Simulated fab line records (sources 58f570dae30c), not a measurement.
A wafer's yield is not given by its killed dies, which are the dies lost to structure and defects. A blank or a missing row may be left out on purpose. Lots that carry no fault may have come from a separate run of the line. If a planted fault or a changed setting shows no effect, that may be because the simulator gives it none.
Split-lot experiment | flow berkeleyCmos170 | 5 lots, 23 wafers read, on a route of 331 steps

## THE SPLIT ITSELF
At UCB170_PFIELD_COAT_01 (resist thk 900 nm), the setting spinRpm was moved away from the recipe's 1500 rpm on 10 of the 23 wafers read, by -4.7% to +6.9%. All remaining wafers had this setting at the recipe value.

The split's own step is where the reading is taken.

## THE READING
KrF_of_PFIELD_COAT_01.thkNm (the simulator's own value, which no gauge read), in nm, at UCB170_PFIELD_COAT_01 (resist thk 900 nm). No usual value for it is given in the file. Here, 13 wafers ran the recipe; their average is 900.5 nm with a standard deviation of 1.6 nm.

wafer  | tool, chamber at the split | spinRpm as run, rpm | against the recipe | KrF_of_PFIELD_COAT_01.thkNm, nm | against lot-mates on the recipe
L075.1 | lithoTrack-02, 0           | 1598                | +6.5%              | 874.1                           | -27.9
L075.3 | lithoTrack-02, 0           | 1500                | recipe             | 900.6                           | -
L075.4 | lithoTrack-02, 0           | 1598                | +6.5%              | 875.1                           | -26.9
L075.5 | lithoTrack-02, 0           | 1500                | recipe             | 903.5                           | -
L075.6 | lithoTrack-02, 0           | 1500                | recipe             | 901.9                           | -
L077.1 | lithoTrack-03, 0           | 1430                | -4.7%              | 923.1                           | +21.9
L077.2 | lithoTrack-03, 0           | 1500                | recipe             | 902                             | -
L077.3 | lithoTrack-03, 0           | 1500                | recipe             | 900.4                           | -
L077.4 | lithoTrack-03, 0           | 1430                | -4.7%              | 921.8                           | +20.6
L077.5 | lithoTrack-03, 0           | 1430                | -4.7%              | 924.3                           | +23.1
L078.1 | lithoTrack-04, 0           | 1500                | recipe             | 902                             | -
L078.3 | lithoTrack-04, 0           | 1500                | recipe             | 900.5                           | -
L078.6 | lithoTrack-04, 0           | 1500                | recipe             | 900                             | -
L080.1 | lithoTrack-04, 0           | 1500                | recipe             | 900.3                           | -
L080.2 | lithoTrack-04, 0           | 1604                | +6.9%              | 870.5                           | -29.2
L080.3 | lithoTrack-04, 0           | 1500                | recipe             | 901.1                           | -
L080.4 | lithoTrack-04, 0           | 1604                | +6.9%              | 870.8                           | -28.9
L080.5 | lithoTrack-04, 0           | 1500                | recipe             | 897.7                           | -
L082.1 | lithoTrack-02, 0           | 1430                | -4.7%              | 919.6                           | +21.1
L082.2 | lithoTrack-02, 0           | 1500                | recipe             | 899.8                           | -
L082.3 | lithoTrack-02, 0           | 1430                | -4.7%              | 920                             | +21.5
L082.5 | lithoTrack-02, 0           | 1430                | -4.7%              | 920.1                           | +21.6
L082.6 | lithoTrack-02, 0           | 1500                | recipe             | 897.2                           | -

FIT RESULTS
A straight line over all 23 wafers: KrF_of_PFIELD_COAT_01.thkNm changes by -4.29 nm for each +1% of spinRpm; r = -0.99; the points scatter about the line by 1.7 nm.
The same after taking each lot's own level away (the mean of its wafers on the recipe; 23 wafers): -4.38 nm for each +1%; r = -1.00; scatter 1.2 nm.
According to that fit, moving spinRpm by its largest amount changes the reading by 30 nm.
The lots' own levels span 898.50 to 902.00 nm, that is 2.1 times the standard deviation above.
Hence the lot-to-lot level has little effect on the slope; both slopes agree.
Check: with one of the wafers moved furthest among these (+6.9%) left out of the fit, the line predicts -30 nm for it against its lot-mates. It came out at -29.2 nm against them.

## FURTHER SPLITS ON THESE WAFERS
Other splits were also applied to these wafers ahead of the reading. Each is held against what the fit with the lots' levels taken away leaves over:
other split on the same wafers      | wafers away from the commonest value | r with KrF_of_PFIELD_COAT_01.thkNm (lot level and that fit taken away)
UCB170_START_OXIDATION_02 tempC     | 10                                   | +0.01
UCB170_NWELL_OXIDATION_01 tempC     | 10                                   | +0.09
UCB170_PWELL_CVD_05 timeS           | 10                                   | -0.03
UCB170_PWELL_ETCH_14 timeS          | 7                                    | -0.48
UCB170_WELLDRIVE_OXIDATION_01 tempC | 15                                   | +0.12

## THE WHOLE CHAIN: every reading that the file lists as answering this split, in the file's order
step                   | what it does      | reading                                                                      | change (the file's fit)              | r (the file's)
UCB170_PFIELD_COAT_01  | resist thk 900 nm | KrF_of_PFIELD_COAT_01.thkNm (the simulator's own value, which no gauge read) | -4.33 nm for each +1% of the setting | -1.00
UCB170_PFIELD_STRIP_08 | strips in O2      | stripTimeToEndpointS                                                         | withheld for each +1% of the setting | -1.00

## THE FILE'S OWN FIT
KrF_of_PFIELD_COAT_01.thkNm changes by -4.33 nm for each +1% of spinRpm, r = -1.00.
